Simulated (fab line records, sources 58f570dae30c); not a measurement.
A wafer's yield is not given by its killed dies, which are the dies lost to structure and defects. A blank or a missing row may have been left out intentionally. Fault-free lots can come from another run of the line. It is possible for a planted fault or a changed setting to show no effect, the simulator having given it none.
Which tool was responsible? :: flow berkeley cmos170 :: 13 lots, 39 wafers sampled, at 6 steps of a route of 331

WHAT EACH GAUGE READ, for each wafer
UCB170_PFIELD_OVL_MEAS_06. Usual: PFIELD_OVL gives -3 nm (standard deviation 4.5).
lot: L953
measured: day 5 02:58
on: overlay-02
PFIELD_OVL (nm): -7 -4 -8
flag: 

lot: L954
measured: day 5 10:23
on: overlay-02
PFIELD_OVL (nm): 3 1 -1
flag: 

lot: L955
measured: day 6 00:13
on: overlay-01
PFIELD_OVL (nm): -6 0 -4
flag: 

lot: L956
measured: day 6 00:14
on: overlay-02
PFIELD_OVL (nm): 3 1 -4
flag: 

lot: L957
measured: day 6 00:56
on: overlay-01
PFIELD_OVL (nm): -3 0 -7
flag: 

lot: L958
measured: day 6 09:24
on: overlay-01
PFIELD_OVL (nm): -3 5 2
flag: 

lot: L961
measured: day 6 16:11
on: overlay-01
PFIELD_OVL (nm): - - -
flag: OFF

lot: L968
measured: day 8 11:14
on: overlay-02
PFIELD_OVL (nm): 0 3 -6
flag: 

lot: L969
measured: day 8 11:31
on: overlay-02
PFIELD_OVL (nm): 3 -3 -1
flag: 

lot: L970
measured: day 9 01:03
on: overlay-01
PFIELD_OVL (nm): -7 -3 -5
flag: 

lot: L972
measured: day 9 09:02
on: overlay-02
PFIELD_OVL (nm): 0 6 5
flag: 

lot: L973
measured: day 9 09:21
on: overlay-01
PFIELD_OVL (nm): -1 -6 7
flag: 

lot: L974
measured: day 9 19:41
on: overlay-02
PFIELD_OVL (nm): 0 1 0
flag: 

UCB170_PFIELD_TW_MEAS_09. Usual: PFIELD_TW gives 598 (standard deviation 7.4).
lot: L953
measured: day 5 03:16
on: film metro-04
PFIELD_TW: 607 603 607
flag: 

lot: L954
measured: day 5 10:41
on: film metro-02
PFIELD_TW: 589 591 587
flag: 

lot: L955
measured: day 6 00:30
on: film metro-02
PFIELD_TW: 590 592 591
flag: 

lot: L956
measured: day 6 00:32
on: film metro-04
PFIELD_TW: 606 605 605
flag: 

lot: L957
measured: day 6 01:14
on: film metro-02
PFIELD_TW: 594 592 596
flag: 

lot: L958
measured: day 6 09:41
on: film metro-04
PFIELD_TW: 606 606 607
flag: 

lot: L961
measured: day 6 16:28
on: film metro-02
PFIELD_TW: 29 30 30
flag: OFF

lot: L968
measured: day 8 11:32
on: film metro-03
PFIELD_TW: 604 602 598
flag: 

lot: L969
measured: day 8 11:48
on: film metro-04
PFIELD_TW: 607 605 607
flag: 

lot: L970
measured: day 9 01:21
on: film metro-02
PFIELD_TW: 591 592 595
flag: 

lot: L972
measured: day 9 09:20
on: film metro-04
PFIELD_TW: 605 610 607
flag: 

lot: L973
measured: day 9 09:39
on: film metro-02
PFIELD_TW: 594 588 591
flag: 

lot: L974
measured: day 9 19:59
on: film metro-04
PFIELD_TW: 606 600 604
flag: 

UCB170_NLDD_TW_MEAS_11. Usual: NLDD_TW gives 2221 (standard deviation 12).
lot: L953
measured: day 7 08:23
on: film metro-04
NLDD_TW: 2233 2220 2232
flag: 

lot: L954
measured: day 7 19:35
on: film metro-01
NLDD_TW: 2221 2217 2209
flag: 

lot: L955
measured: day 8 08:25
on: film metro-04
NLDD_TW: 2245 2231 2247
flag: 

lot: L956
measured: day 8 09:07
on: film metro-03
NLDD_TW: 2215 2212 2214
flag: 

lot: L957
measured: day 8 08:47
on: film metro-03
NLDD_TW: 2221 2205 2218
flag: 

lot: L958
measured: day 8 22:42
on: film metro-04
NLDD_TW: 2245 2237 2231
flag: 

lot: L961
measured: day 9 06:50
on: film metro-04
NLDD_TW: 2234 2238 2225
flag: 

lot: L968
measured: day 11 10:17
on: film metro-04
NLDD_TW: 2236 2233 2219
flag: 

lot: L969
measured: day 11 10:26
on: film metro-03
NLDD_TW: 2218 2213 2214
flag: 

lot: L970
measured: day 11 13:07
on: film metro-01
NLDD_TW: 2217 2220 2205
flag: 

lot: L972
measured: day 11 18:38
on: film metro-03
NLDD_TW: 2217 2226 2221
flag: 

lot: L973
measured: day 11 18:44
on: film metro-01
NLDD_TW: 2210 2216 2214
flag: 

lot: L974
measured: day 12 03:03
on: film metro-04
NLDD_TW: 2219 2217 2230
flag: 

UCB170_PSD_OVL_MEAS_07. Usual: PSD_OVL gives 2 nm (standard deviation 5.7).
lot: L953
measured: day 7 14:47
on: overlay-01
PSD_OVL (nm): -8 2 2
flag: 

lot: L954
measured: day 8 05:16
on: overlay-01
PSD_OVL (nm): 1 15 10
flag: 

lot: L955
measured: day 8 16:08
on: overlay-02
PSD_OVL (nm): 3 6 1
flag: 

lot: L956
measured: day 8 16:21
on: overlay-02
PSD_OVL (nm): 0 -4 -2
flag: 

lot: L957
measured: day 8 16:30
on: overlay-01
PSD_OVL (nm): 4 7 10
flag: 

lot: L958
measured: day 9 06:12
on: overlay-01
PSD_OVL (nm): -7 -8 -8
flag: 

lot: L961
measured: day 9 15:08
on: overlay-01
PSD_OVL (nm): 1 -1 2
flag: 

lot: L968
measured: day 11 18:27
on: overlay-01
PSD_OVL (nm): 1 2 -2
flag: 

lot: L969
measured: day 11 18:35
on: overlay-02
PSD_OVL (nm): 7 -1 11
flag: 

lot: L970
measured: day 11 18:44
on: overlay-01
PSD_OVL (nm): 12 10 6
flag: 

lot: L972
measured: day 12 03:21
on: overlay-01
PSD_OVL (nm): 6 2 -3
flag: 

lot: L973
measured: day 12 03:19
on: overlay-02
PSD_OVL (nm): -3 3 -6
flag: 

lot: L974
measured: day 12 11:39
on: overlay-02
PSD_OVL (nm): -8 -3 -8
flag: 

EACH LOT AND THE TOOL THAT RAN IT (in order: tool; ch and the chambers of the sampled wafers; start)
lot: L953
UCB170_PFIELD_EXPOSE_03: krf scanner-02 ch 0, day 5 02:26
UCB170_PVT_STRIP_08: plasma asher-04 ch 0,1, day 6 13:58

lot: L954
UCB170_PFIELD_EXPOSE_03: krf scanner-01 ch 0, day 5 09:52
UCB170_PVT_STRIP_08: plasma asher-01 ch 0,1, day 6 21:00

lot: L955
UCB170_PFIELD_EXPOSE_03: krf scanner-02 ch 0, day 5 22:49
UCB170_PVT_STRIP_08: plasma asher-02 ch 0,1, day 7 10:59

lot: L956
UCB170_PFIELD_EXPOSE_03: krf scanner-02 ch 0, day 5 22:58
UCB170_PVT_STRIP_08: plasma asher-01 ch 0,1, day 7 11:07

lot: L957
UCB170_PFIELD_EXPOSE_03: krf scanner-01 ch 0, day 5 23:47
UCB170_PVT_STRIP_08: plasma asher-01 ch 0,1, day 7 11:37

lot: L958
UCB170_PFIELD_EXPOSE_03: krf scanner-01 ch 0, day 6 08:06
UCB170_PVT_STRIP_08: plasma asher-04 ch 0,1, day 7 23:34

lot: L961
UCB170_PFIELD_EXPOSE_03: krf scanner-01 ch 0, day 6 15:19
UCB170_PVT_STRIP_08: plasma asher-01 ch 0,1, day 8 06:29

lot: L968
UCB170_PFIELD_EXPOSE_03: krf scanner-01 ch 0, day 8 10:42
UCB170_PVT_STRIP_08: plasma asher-01 ch 0,1, day 10 12:14

lot: L969
UCB170_PFIELD_EXPOSE_03: krf scanner-01 ch 0, day 8 10:51
UCB170_PVT_STRIP_08: plasma asher-04 ch 0,1, day 10 11:47

lot: L970
UCB170_PFIELD_EXPOSE_03: krf scanner-02 ch 0, day 9 00:34
UCB170_PVT_STRIP_08: plasma asher-02 ch 0,1, day 10 16:23

lot: L972
UCB170_PFIELD_EXPOSE_03: krf scanner-02 ch 0, day 9 08:39
UCB170_PVT_STRIP_08: plasma asher-01 ch 0,1, day 11 00:25

lot: L973
UCB170_PFIELD_EXPOSE_03: krf scanner-02 ch 0, day 9 08:50
UCB170_PVT_STRIP_08: plasma asher-01 ch 0,1, day 10 23:59

lot: L974
UCB170_PFIELD_EXPOSE_03: krf scanner-01 ch 0, day 9 19:18
UCB170_PVT_STRIP_08: plasma asher-04 ch 0,1, day 11 08:44
- UCB170_PFIELD_EXPOSE_03: exposes mask PFIELD, target cd 1500 nm.
- UCB170_PVT_STRIP_08: strips in O2.

AS READ BY THE TOOLS THEMSELVES (means over the sampled wafers that have a number; for cases with no such wafer, the mark the record gives instead)
UCB170_PVT_STRIP_08. Usual: drypump motor current A 5.4 A, standard deviation 0.33; oes product au 0.734 a.u., standard deviation 0.0044; strip time to endpoint s 21.66 s, standard deviation 0.08.
lot: L953
tool: plasma asher-04
drypump motor current A (A): 5.4
oes product au (a.u.): 0.732
strip time to endpoint s (s): 21.65
flag: 

lot: L954
tool: plasma asher-01
drypump motor current A (A): 5.3
oes product au (a.u.): 0.732
strip time to endpoint s (s): 21.62
flag: 

lot: L955
tool: plasma asher-02
drypump motor current A (A): 5.4
oes product au (a.u.): 0.733
strip time to endpoint s (s): 21.72
flag: 

lot: L956
tool: plasma asher-01
drypump motor current A (A): 5.5
oes product au (a.u.): 0.734
strip time to endpoint s (s): 21.70
flag: 

lot: L957
tool: plasma asher-01
drypump motor current A (A): 5.5
oes product au (a.u.): 0.736
strip time to endpoint s (s): 21.45
flag: 

lot: L958
tool: plasma asher-04
drypump motor current A (A): 5.7
oes product au (a.u.): 0.735
strip time to endpoint s (s): 21.51
flag: 

lot: L961
tool: plasma asher-01
drypump motor current A (A): 5.5
oes product au (a.u.): 0.731
strip time to endpoint s (s): 21.74
flag: 

lot: L968
tool: plasma asher-01
drypump motor current A (A): 5.5
oes product au (a.u.): 0.735
strip time to endpoint s (s): 21.59
flag: 

lot: L969
tool: plasma asher-04
drypump motor current A (A): 5.7
oes product au (a.u.): 0.739
strip time to endpoint s (s): 21.79
flag: 

lot: L970
tool: plasma asher-02
drypump motor current A (A): 5.5
oes product au (a.u.): 0.736
strip time to endpoint s (s): 21.68
flag: 

lot: L972
tool: plasma asher-01
drypump motor current A (A): 5.4
oes product au (a.u.): 0.735
strip time to endpoint s (s): 21.55
flag: 

lot: L973
tool: plasma asher-01
drypump motor current A (A): 5.5
oes product au (a.u.): 0.735
strip time to endpoint s (s): 21.74
flag: 

lot: L974
tool: plasma asher-04
drypump motor current A (A): 5.7
oes product au (a.u.): 0.735
strip time to endpoint s (s): 21.69
flag: 

THE ANSWER, worked out from the rows above alone
Rule: a lot counts as off when the mean over its wafers that have a number is more than 3 standard deviations away from the usual mean. Also off: a lot with no number at a reading for which 4 or more lots have one. All remaining lots with rows at the step are treated as sound. After the gauges, taken in route order, come the tools' own readings; for these a lot's mean is taken, as printed above. The first step at which some lot is off is used, and at that step the reading that is off furthest; a lot without a number counts as furthest.
Off: L961, seen at UCB170_PFIELD_OVL_MEAS_06 (PFIELD_OVL). Without a number there: L961.
A tool fits if, at a process step before that reading, it ran every lot that is off, and no sound lot after the first of them. Not tried: the gauges at UCB170_PFIELD_OVL_MEAS_06; whatever is off there is also off at UCB170_PFIELD_TW_MEAS_09, on other tools, and gauge error can't account for it. Not one of the candidates tried fits.

WHAT HAD BEEN PUT IN BY THE SIMULATOR
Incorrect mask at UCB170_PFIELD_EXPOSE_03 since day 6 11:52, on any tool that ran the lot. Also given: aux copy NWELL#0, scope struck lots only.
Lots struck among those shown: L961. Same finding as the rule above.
